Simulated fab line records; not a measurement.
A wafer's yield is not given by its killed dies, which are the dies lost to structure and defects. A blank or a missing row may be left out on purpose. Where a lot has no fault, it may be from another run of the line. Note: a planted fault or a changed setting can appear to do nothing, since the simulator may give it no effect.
fab line records -- flow rit_cmos
record: lots: 7, wafers: 21, last_day: 8
route steps=202 shown ACTIVE@1 M1@202
lots that met no fault: from a run of the same line without faults
start_h: the number of hours between the record's first day and the start of the first shown wafer of the lot -- wait_h: hours from the lot's prior step to this one -- " repeats the value in the row above -- L1.1+2: several wafers, shown together as one row -- - value missing, or start not given -- * or withheld: withheld -- < > ~ a bound
route shown NAME@n: a module of which the file shows steps, and the number in the route of the first -- usual: mean/standard deviation taken from wafers without a fault -- same: alike in all rows -- chamber/n: place in a boat -- sites: readings site by site -- _std_site: their standard deviation -- _edge_site: mean of outer sites minus mean of inner sites -- radius_mm: for every site, how far away it sits from the centre of the wafer -- mask NAME#n: copy n -- behind: the most recent tool/chamber to have shaped the wafer -- hold: reason for holding the lot/hours on hold/outcome of the hold -- device: which transistor (n, p or np) failed to switch -- end of line: the same wafers' tests at the end of the route -- where a step has no rows: the recipe by itself -- killed: count of dies lost to structure and defects at first sort (not the wafer's yield) -- map: per-die view of a wafer (x killed, . not killed, _ where there is no die)
set.NAME: the run value of the setting; set.NAME@STEP: its run value at that earlier step -- model.NAME: the simulator's own value behind a step, which no gauge read
lots at selected steps of the route; one table per step, one row per wafer
services: from which hour (start_h, from the record's first day; less than 0 if before it) a tool's chamber was out of use, for how many hours, and why
== steps ==
step: RIT_ACTIVE_BOW_MEAS_00
recipe: mode: bow
usual: INCOMING_BOW: 0/6.9
lot.wafer,tool,chamber,start_h,wait_h,INCOMING_BOW[um]
L220.1,film_metro-01,-,10.00,-,5
L220.5,film_metro-01,-,10.00,-,-4
L220.6,film_metro-01,-,10.00,-,-2
L230.4,film_metro-01,-,60.06,-,-5
L230.5,film_metro-01,-,60.06,-,-14
L230.6,film_metro-01,-,60.06,-,-9
L236.3,film_metro-04,-,90.04,-,-2
L236.4,film_metro-04,-,90.04,-,6
L236.6,film_metro-04,-,90.04,-,-5
L238.2,film_metro-02,-,100.02,-,12
L238.4,film_metro-02,-,100.02,-,-3
L238.6,film_metro-02,-,100.02,-,-4
L239.3,film_metro-04,-,105.04,-,4
L239.5,film_metro-04,-,105.04,-,3
L239.6,film_metro-04,-,105.04,-,5
L240.1,film_metro-02,-,110.00,-,-14
L240.4,film_metro-02,-,110.00,-,-13
L240.6,film_metro-02,-,110.00,-,-6
L243.3,film_metro-01,-,125.04,-,3
L243.4,film_metro-01,-,125.04,-,-2
L243.5,film_metro-01,-,125.04,-,0
step: RIT_ACTIVE_OXIDATION_01
recipe: temp_c: 1000, ambient: O2, target_thk_a: 468, ox_time_s: 3360
step: RIT_ACTIVE_THK_MEAS_02
recipe: reads: SiO2_of_ACTIVE_OXIDATION_01
usual: ACTIVE_OXIDE_THK: 46.8/0.78
lot.wafer,tool,chamber,start_h,wait_h,ACTIVE_OXIDE_THK[nm]
L220.1,film_metro-01,-,12.05,0.0,45.6
L220.5,film_metro-01,-,12.05,0.0,47.1
L220.6,film_metro-01,-,12.05,0.0,46.9
L230.4,film_metro-01,-,62.08,0.0,47.3
L230.5,film_metro-01,-,62.08,0.0,47.7
L230.6,film_metro-01,-,62.08,0.0,47.5
L236.3,film_metro-04,-,93.14,0.0,46.5
L236.4,film_metro-04,-,93.14,0.0,46.5
L236.6,film_metro-04,-,93.14,0.0,46.8
L238.2,film_metro-01,-,104.26,0.0,47.1
L238.4,film_metro-01,-,104.26,0.0,46.5
L238.6,film_metro-01,-,104.26,0.0,46.1
L239.3,film_metro-02,-,108.16,0.0,47.9
L239.5,film_metro-02,-,108.16,0.0,47.5
L239.6,film_metro-02,-,108.16,0.0,47.2
L240.1,film_metro-02,-,112.90,0.0,46.3
L240.4,film_metro-02,-,112.90,0.0,46.7
L240.6,film_metro-02,-,112.90,0.0,46.5
L243.3,film_metro-02,-,132.36,0.0,46.7
L243.4,film_metro-02,-,132.36,0.0,47.4
L243.5,film_metro-02,-,132.36,0.0,47.9
step: RIT_ACTIVE_CVD_03
recipe: material: Si3N4, target_thk_nm: 150, temp_c: 810, precursor: SiH2Cl2/NH3, time_s: 1500, pressure_mtorr: 300, sih2cl2_flow_sccm: 60, nh3_flow_sccm: 150
step: RIT_ACTIVE_THK_MEAS_04
recipe: reads: Si3N4_of_ACTIVE_CVD_03
usual: ACTIVE_NITRIDE_THK: 149.8/1.7
lot.wafer,tool,chamber,start_h,wait_h,ACTIVE_NITRIDE_THK[nm]
L220.1,film_metro-01,-,13.53,0.0,148.5
L220.5,film_metro-01,-,13.53,0.0,147.3
L220.6,film_metro-01,-,13.53,0.0,147.8
L230.4,film_metro-04,-,63.56,0.0,148.7
L230.5,film_metro-04,-,63.56,0.0,149.9
L230.6,film_metro-04,-,63.56,0.0,150.3
L236.3,film_metro-01,-,94.62,0.0,149.9
L236.4,film_metro-01,-,94.62,0.0,150.6
L236.6,film_metro-01,-,94.62,0.0,150.4
L238.2,film_metro-04,-,105.73,0.0,149.9
L238.4,film_metro-04,-,105.73,0.0,150.8
L238.6,film_metro-04,-,105.73,0.0,149.7
L239.3,film_metro-04,-,109.64,0.0,149.9
L239.5,film_metro-04,-,109.64,0.0,150.1
L239.6,film_metro-04,-,109.64,0.0,150.4
L240.1,film_metro-02,-,114.38,0.0,151.4
L240.4,film_metro-02,-,114.38,0.0,150.4
L240.6,film_metro-02,-,114.38,0.0,149.8
L243.3,film_metro-02,-,133.84,0.0,149.9
L243.4,film_metro-02,-,133.84,0.0,150.6
L243.5,film_metro-02,-,133.84,0.0,149.8
step: RIT_ACTIVE_HMDS_05
recipe: prime_time_s: 60, prime_temp_c: 140
step: RIT_ACTIVE_COAT_06
recipe: resist: NOVOLAK, spin_rpm: 3250, resist_thk_nm: 1000
step: RIT_ACTIVE_SOFTBAKE_07
recipe: resist: NOVOLAK, temp_c: 90, time_s: 60
step: RIT_ACTIVE_EXPOSE_08
recipe: mask_id: M1, na: 0.6, source_shape: conventional, sigma_outer: 0.6, target_cd_nm: 1400, dose_mj: 225
lot.wafer,tool,chamber,start_h,wait_h,mask,model.ACTIVE.overlay_x_nm
L220.1+5+6,iline_stepper-01,0,14.29,0.1,M1#0,0.1493
L230.4+5+6,iline_stepper-02,0,64.10,0.1,M1#0,1.226
L236.3+4+6,iline_stepper-01,0,95.28,0.2,M1#0,105.7
L238.2+4+6,iline_stepper-01,0,106.49,0.2,M1#0,105.8
L239.3+5+6,iline_stepper-01,0,110.17,0.1,M1#0,106
L240.1+4+6,iline_stepper-02,0,115.01,0.2,M1#0,-1.894
L243.3+4+5,iline_stepper-02,0,134.37,0.1,M1#0,-0.1828
step: RIT_ACTIVE_PEB_09
recipe: resist: NOVOLAK, temp_c: withheld, time_s: withheld
step: RIT_M1_PROBE_99
usual: killed_at_contacts: 0.0/0.25, killed_at_front_end: 6.6/2.7, killed_dies: 6.7/2.7, killed_open: 3.3/1.9, killed_short: 3.4/1.9
same: gross_dies: 264, killed_at_M0_to_M3: 0, killed_at_M4_up: 0, killed_at_back_side: 0, killed_at_other: 0
lot.wafer,tool,chamber,start_h,wait_h,killed_at_contacts,killed_at_front_end,killed_dies,killed_open,killed_short
L238.2,prober-01,-,161.67,0.1,0,8,8,3,5
L238.4,prober-01,-,161.77,0.2,0,7,7,1,6
L238.6,prober-01,-,161.87,0.2,0,8,8,5,3
killed by level:class
L238.2 GATE:geometric_particle:open=2 SILICIDE:geometric_particle:short=2 FOX1:geometric_particle:short=1 GATE:geometric_particle:short=1 SPACER:geometric_particle:short=1 SILICIDE:geometric_particle:open=1
L238.4 SILICIDE:geometric_particle:short=3 FOX1:geometric_particle:short=1 GATE:geometric_particle:short=1 REOX:geometric_particle:open=1 SPACER:geometric_particle:short=1
L238.6 FOX1:geometric_particle:open=2 REOX:geometric_particle:open=2 GATE:geometric_particle:open=1 GATE:geometric_particle:short=1 SPACER:geometric_particle:short=1 SILICIDE:geometric_particle:short=1
== services ==
tool,chamber,start_h,hours,kind
iline_stepper-02,-,8.39,1.7,pm
iline_stepper-01,-,58.87,1.7,pm
iline_stepper-02,-,67.08,4.4,pm
iline_stepper-01,-,89.14,1.5,repair
iline_stepper-01,0,108.09,-,calibration
== key ==
first_sign none at tools or gauges
model_effect: step: RIT_ACTIVE_EXPOSE_08, value: ACTIVE.overlay_x_nm, without: -0.4455, struck: 105.8
met_at RIT_ACTIVE_EXPOSE_08
struck_wafers L236.3,L236.4,L236.6,L238.2,L238.4,L238.6,L239.3,L239.5,L239.6
tester_left_out L236,L238,L239
onset_between 14.29 95.28
fault: kind: scanner_matching_overlay, tool: iline_stepper-01, chamber: -, onset_h: 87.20, steps: RIT_ACTIVE_EXPOSE_08, offset: 106.28
tester_left_out: of these lots the tester's yield and bins aren't shown, on N5 and GAA mostly nor the transistor test; their killed dies are dies lost to structure and defects alone, not to doping, threshold or leakage, so they don't give the yield
